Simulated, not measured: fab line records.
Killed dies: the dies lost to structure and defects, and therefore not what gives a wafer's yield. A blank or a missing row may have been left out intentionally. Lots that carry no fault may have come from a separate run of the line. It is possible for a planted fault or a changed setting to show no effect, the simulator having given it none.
Which tool was responsible? -- flow berkeley cmos170 -- 42 wafers from 14 lots sampled at 6 of the route's 331 steps

== WHAT THE GAUGES SHOWED, per wafer ==
UCB170_NLDD_TW_MEAS_11. Usual: for NLDD_TW the level is 2219 and the standard deviation is 9.4.
lot,measured,on,NLDD_TW,flag
L981,day 5 21:55,film metro-02,2241 2230 2224,
L985,day 6 23:32,film metro-04,2218 2217 2213,
L987,day 7 09:59,film metro-03,2215 2237 2219,
L986,day 7 12:34,film metro-02,2240 2220 2228,
L989,day 7 15:12,film metro-02,2222 2217 2219,
L988,day 7 15:24,film metro-02,2231 2231 2228,
L990,day 7 21:44,film metro-03,2220 2214 2222,
L992,day 8 18:08,film metro-03,2212 2212 2214,
L994,day 9 01:05,film metro-02,2227 2219 2214,
L993,day 9 01:29,film metro-03,2202 2201 2203,
L997,day 9 09:41,film metro-03,2216 2193 2202,
L995,day 9 10:05,film metro-02,2218 2222 2211,
L996,day 9 21:11,film metro-02,2224 2218 2215,
L998,day 10 11:22,film metro-03,2215 2211 2230,

UCB170_SILICIDE_THK_MEAS_03: measures by xrf. Usual: for SILICIDE_TI_THK the level is 30.2 nm and the standard deviation is 0.31.
lot,measured,on,SILICIDE_TI_THK (nm),flag
L981,day 6 09:20,film metro-01,30.4 30.4 30.6,
L985,day 7 09:05,film metro-04,29.8 30.0 29.9,
L987,day 7 18:51,film metro-02,29.9 29.8 29.8,
L986,day 7 23:16,film metro-04,30.0 29.6 30.3,
L989,day 7 23:52,film metro-04,30.2 30.7 30.4,
L988,day 7 23:41,film metro-01,30.2 30.2 30.1,
L990,day 8 11:50,film metro-01,30.1 30.3 30.0,
L992,day 9 06:39,film metro-01,30.5 30.4 30.8,
L994,day 9 12:32,film metro-01,30.4 30.8 30.6,
L993,day 9 12:37,film metro-04,29.9 29.9 29.9,
L997,day 9 21:55,film metro-04,30.4 30.4 30.4,
L995,day 9 21:43,film metro-02,29.8 29.7 30.0,
L996,day 10 07:13,film metro-02,30.1 30.1 30.4,
L998,day 10 22:40,film metro-01,30.1 29.9 30.2,

UCB170_M1_CD_MEAS_90: the cd target is 700 nm. Usual: cd nm 699.9 nm, standard deviation 2.2.
lot,measured,on,cd nm (nm),flag
L981,day 6 16:59,cd sem-02,701.9 701.1 699.7,
L985,day 7 18:29,cd sem-02,698.4 698.5 699.3,
L987,day 8 01:31,cd sem-01,704.4 701.9 705.0,
L986,day 8 05:24,cd sem-02,703.8 704.5 702.6,
L989,day 8 07:51,cd sem-02,702.4 697.0 701.3,
L988,day 8 06:13,cd sem-01,698.4 700.2 697.7,
L990,day 8 18:37,cd sem-01,698.0 700.1 696.8,
L992,day 9 12:57,cd sem-01,700.1 702.2 701.0,
L994,day 9 20:48,cd sem-02,701.2 701.9 701.4,
L993,day 9 20:10,cd sem-02,700.4 699.2 701.2,
L997,day 10 06:26,cd sem-02,691.4 698.7 698.5,
L995,day 10 03:55,cd sem-01,699.1 698.2 699.6,
L996,day 10 14:35,cd sem-01,694.0 695.9 696.5,
L998,day 11 06:56,cd sem-02,701.9 699.6 701.3,

== WHICH TOOL RAN EACH LOT (tool, then ch and the chambers of the sampled wafers, then the start) ==
lot,UCB170_SILICIDE_SPUTTER_01,UCB170_M1_METAL_ETCH_12,UCB170_M1_STRIP_13
L981,"pvd sputter-03, day 6 09:10","rie metal-04 ch 1, day 6 16:44","plasma asher-03 ch 0,1, day 6 16:52"
L985,"pvd sputter-04, day 7 08:55","rie metal-04 ch 0,1, day 7 18:16","plasma asher-03 ch 0,1, day 7 18:23"
L987,"pvd sputter-03, day 7 18:42","rie metal-02 ch 0, day 8 01:09","plasma asher-03 ch 0,1, day 8 01:25"
L986,"pvd sputter-04, day 7 23:07","rie metal-01 ch 0,1, day 8 05:09","plasma asher-01 ch 0,1, day 8 05:17"
L989,"pvd sputter-03, day 7 23:42","rie metal-04 ch 0,1, day 8 07:35","plasma asher-03 ch 0,1, day 8 07:43"
L988,"pvd sputter-02, day 7 23:31","rie metal-02 ch 0, day 8 05:54","plasma asher-03 ch 0,1, day 8 06:07"
L990,"pvd sputter-04, day 8 11:41","rie metal-04 ch 0,1, day 8 18:22","plasma asher-02 ch 0,1, day 8 18:31"
L992,"pvd sputter-04, day 9 06:29","rie metal-04 ch 0, day 9 12:41","plasma asher-02 ch 0,1, day 9 12:50"
L994,"pvd sputter-02, day 9 12:23","rie metal-04 ch 0,1, day 9 20:34","plasma asher-01 ch 0,1, day 9 20:42"
L993,"pvd sputter-03, day 9 12:26","rie metal-01 ch 0,1, day 9 19:56","plasma asher-02 ch 0,1, day 9 20:04"
L997,"pvd sputter-02, day 9 21:46","rie metal-04 ch 0,1, day 10 06:11","plasma asher-01 ch 0,1, day 10 06:19"
L995,"pvd sputter-04, day 9 21:32","rie metal-04 ch 0,1, day 10 03:41","plasma asher-02 ch 0,1, day 10 03:49"
L996,"pvd sputter-04, day 10 07:03","rie metal-04 ch 0,1, day 10 14:22","plasma asher-01 ch 0,1, day 10 14:29"
L998,"pvd sputter-02, day 10 22:31","rie metal-02 ch 0,1, day 11 06:34","plasma asher-02 ch 0,1, day 11 06:42"
- UCB170_SILICIDE_SPUTTER_01: material Ti, target thk 30 nm, time 25 s.
- UCB170_M1_METAL_ETCH_12: etches Al in Cl2/BCl3, stops on PSG, target depth 780 nm, time 130 s.
- UCB170_M1_STRIP_13: strips in O2.

== AS READ BY THE TOOLS THEMSELVES (means over the sampled wafers that have a number; for cases with no such wafer, the mark the record gives instead) ==
UCB170_SILICIDE_SPUTTER_01. Usual: throttle valve pct 29.8 %, standard deviation 0.88.
lot,tool,throttle valve pct (%),flag
L981,pvd sputter-03,30.6,
L985,pvd sputter-04,28.9,
L987,pvd sputter-03,30.4,
L986,pvd sputter-04,30.2,
L989,pvd sputter-03,30.6,
L988,pvd sputter-02,29.2,
L990,pvd sputter-04,30.1,
L992,pvd sputter-04,30.3,
L994,pvd sputter-02,29.5,
L993,pvd sputter-03,30.6,
L997,pvd sputter-02,28.8,
L995,pvd sputter-04,30.8,
L996,pvd sputter-04,30.4,
L998,pvd sputter-02,29.0,

UCB170_M1_METAL_ETCH_12. Usual: chamber pressure mTorr 12.003 mTorr, standard deviation 0.0099; drypump motor current A 5.8 A, standard deviation 0.42; oes product au 0.856 a.u., standard deviation 0.015; throttle valve pct 24.62 %, standard deviation 0.2.
lot,tool,chamber pressure mTorr (mTorr),drypump motor current A (A),oes product au (a.u.),throttle valve pct (%),flag
L981,rie metal-04,11.997,6.0,0.841,24.55,
L985,rie metal-04,12.002,5.4,0.851,24.80,
L987,rie metal-02,12.003,6.3,0.865,24.50,
L986,rie metal-01,12.016,5.8,0.866,24.38,
L989,rie metal-04,12.012,5.7,0.852,24.67,
L988,rie metal-02,12.002,6.3,0.866,24.50,
L990,rie metal-04,12.008,5.7,0.854,24.67,
L992,rie metal-04,11.995,5.1,0.860,24.92,
L994,rie metal-04,11.992,5.5,0.852,24.81,
L993,rie metal-01,12.004,5.9,0.845,24.39,
L997,rie metal-04,12.018,5.4,0.832,24.82,
L995,rie metal-04,11.997,5.7,0.842,24.68,
L996,rie metal-04,12.003,5.4,0.821,24.81,
L998,rie metal-02,12.007,6.2,0.858,24.51,

UCB170_M1_STRIP_13. Usual: chamber pressure mTorr 3500 mTorr, standard deviation 3.1; drypump motor current A 6.0 A, standard deviation 0.47; oes product au 0.721 a.u., standard deviation 0.0043.
lot,tool,chamber pressure mTorr (mTorr),drypump motor current A (A),oes product au (a.u.),flag
L981,plasma asher-03,3505,6.6,0.718,
L985,plasma asher-03,3502,6.6,0.720,
L987,plasma asher-03,3499,6.6,0.719,
L986,plasma asher-01,3500,5.6,0.720,
L989,plasma asher-03,3499,6.6,0.718,
L988,plasma asher-03,3500,6.6,0.715,
L990,plasma asher-02,3499,6.0,0.720,
L992,plasma asher-02,3500,5.9,0.722,
L994,plasma asher-01,3501,5.4,0.720,
L993,plasma asher-02,3501,5.9,0.719,
L997,plasma asher-01,3501,5.5,0.720,
L995,plasma asher-02,3501,6.1,0.722,
L996,plasma asher-01,3498,5.4,0.716,
L998,plasma asher-02,3498,6.1,0.722,

== THE ANSWER, worked out from the rows above alone ==
Rule: a lot counts as off when the mean over its wafers that have a number is more than 3 standard deviations away from the usual mean. A lot without any number at a reading at which 4 lots or more have one is off too. The other lots that the step has rows for count as sound. After the gauges, taken in route order, come the tools' own readings; for these a lot's mean is taken, as printed above. The first step at which some lot is off is used, and at that step the reading that is off furthest; a lot without a number counts as furthest.
No lot is off at any reading shown: from this, nothing can be told.

== WHAT THE SIMULATOR HAD INSERTED ==
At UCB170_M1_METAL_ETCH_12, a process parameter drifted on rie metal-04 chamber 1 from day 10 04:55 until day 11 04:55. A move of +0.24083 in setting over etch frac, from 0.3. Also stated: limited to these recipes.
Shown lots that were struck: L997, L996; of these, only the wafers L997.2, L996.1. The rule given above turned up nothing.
